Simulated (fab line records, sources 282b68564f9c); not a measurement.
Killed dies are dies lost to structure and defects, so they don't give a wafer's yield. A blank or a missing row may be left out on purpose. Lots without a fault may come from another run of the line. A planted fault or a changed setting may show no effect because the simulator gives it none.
One fault seen from 2 desks | flow rit_cmos | each desk has only its own numbers; what lay behind them comes last

THE TOOL OWNER'S DESK: implanter-04
The tool's own readings at RIT_PWELL_IMPLANT_08: means of the sampled wafers that have a number, for each lot that ran on this tool. A lot is out of limits, marked OUT, if its mean lies more than 4 standard deviations from the usual mean; the brackets give that distance.
Columns: A = dose_ions_cm2 at RIT_PWELL_IMPLANT_08, usual 7.002e+13; B = end_station_pressure_torr at RIT_PWELL_IMPLANT_08, usual 5.2e-06 Torr; C = faraday_current_uA at RIT_PWELL_IMPLANT_08, usual 222; D = tilt_deg at RIT_PWELL_IMPLANT_08, usual 7.002 degrees
lot  | first seen here | A                           | B       | C             | D
L776 | day 2 08:52     | 6.998e+13                   | 4.9e-06 | 223           | 6.979
L782 | day 3 14:23     | 5.178e+13 (-99 or more) OUT | 5.0e-06 | 160 (-13) OUT | 7.026
L783 | day 4 00:26     | 5.180e+13 (-99 or more) OUT | 5.4e-06 | 164 (-12) OUT | 7.034
This desk's finding: out of limits on L782, L783; first on L782, day 3 14:23 (dose_ions_cm2 at RIT_PWELL_IMPLANT_08). In limits: L776.

THE METROLOGY DESK
What the gauges read, lot by lot, whatever tool the lot ran on: means of the sampled wafers that have a number. A lot is out of limits, marked OUT, if its mean lies more than 4 standard deviations from the usual mean; the brackets give that distance.
Columns: A = PWELL_TW at RIT_PWELL_TW_MEAS_10, usual 946; B = PWELL_RS at RIT_WELLDRIVE_RS_MEAS_02, usual 429.3 ohm/sq; C = NRETRO_OVL at RIT_NRETRO_OVL_MEAS_06, usual 0.6 nm; D = PRETRO_OVL at RIT_PRETRO_OVL_MEAS_06, usual -0.9 nm
lot  | first seen here | A             | B               | C    | D
L774 | day 1 23:29     | 942           | 429.4           | 0.5  | -0.5
L775 | day 2 07:53     | 944           | 427.0           | 1.2  | 0.9
L776 | day 2 09:11     | 944           | 428.1           | 2.9  | -1.4
L777 | day 2 13:58     | 945           | 425.5           | -0.5 | -2.4
L778 | day 2 22:04     | 948           | 428.3           | -0.2 | -1.0
L780 | day 3 04:47     | 945           | 430.0           | 2.0  | 0.2
L782 | day 3 14:42     | 859 (-19) OUT | 519.5 (+64) OUT | -    | -
L783 | day 4 00:45     | 863 (-18) OUT | 519.5 (+64) OUT | -    | -
L793 | day 5 22:01     | 944           | 428.8           | -0.5 | 0.0
L794 | day 6 02:39     | 952           | 430.1           | 0.8  | -0.2
L795 | day 6 09:03     | 948           | 430.3           | -2.0 | -1.8
This desk's finding: out of limits on L782, L783; first on L782, day 3 14:42 (PWELL_TW at RIT_PWELL_TW_MEAS_10). In limits: L774, L775, L776, L777, L778, L780, L793, L794, L795.

PUT TOGETHER
The tool owner's desk could have raised an alarm at day 3 14:23, on L782, L783.
The metrology desk could have raised an alarm at day 3 14:42, on L782, L783.
Of the lots named, all ran RIT_PWELL_IMPLANT_08 on implanter-04.

WHAT THE SIMULATOR HAD PUT IN
Process parameter drift: implanter-04, from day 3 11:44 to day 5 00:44, at RIT_PWELL_IMPLANT_08. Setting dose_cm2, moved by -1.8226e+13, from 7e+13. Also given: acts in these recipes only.
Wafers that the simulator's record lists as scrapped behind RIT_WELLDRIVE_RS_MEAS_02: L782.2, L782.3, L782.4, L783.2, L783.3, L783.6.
Lots struck among those shown: L782, L783.
Hours from the fault's start to each desk's first reading out of limits: the tool owner's desk, 3; the metrology desk, 3.
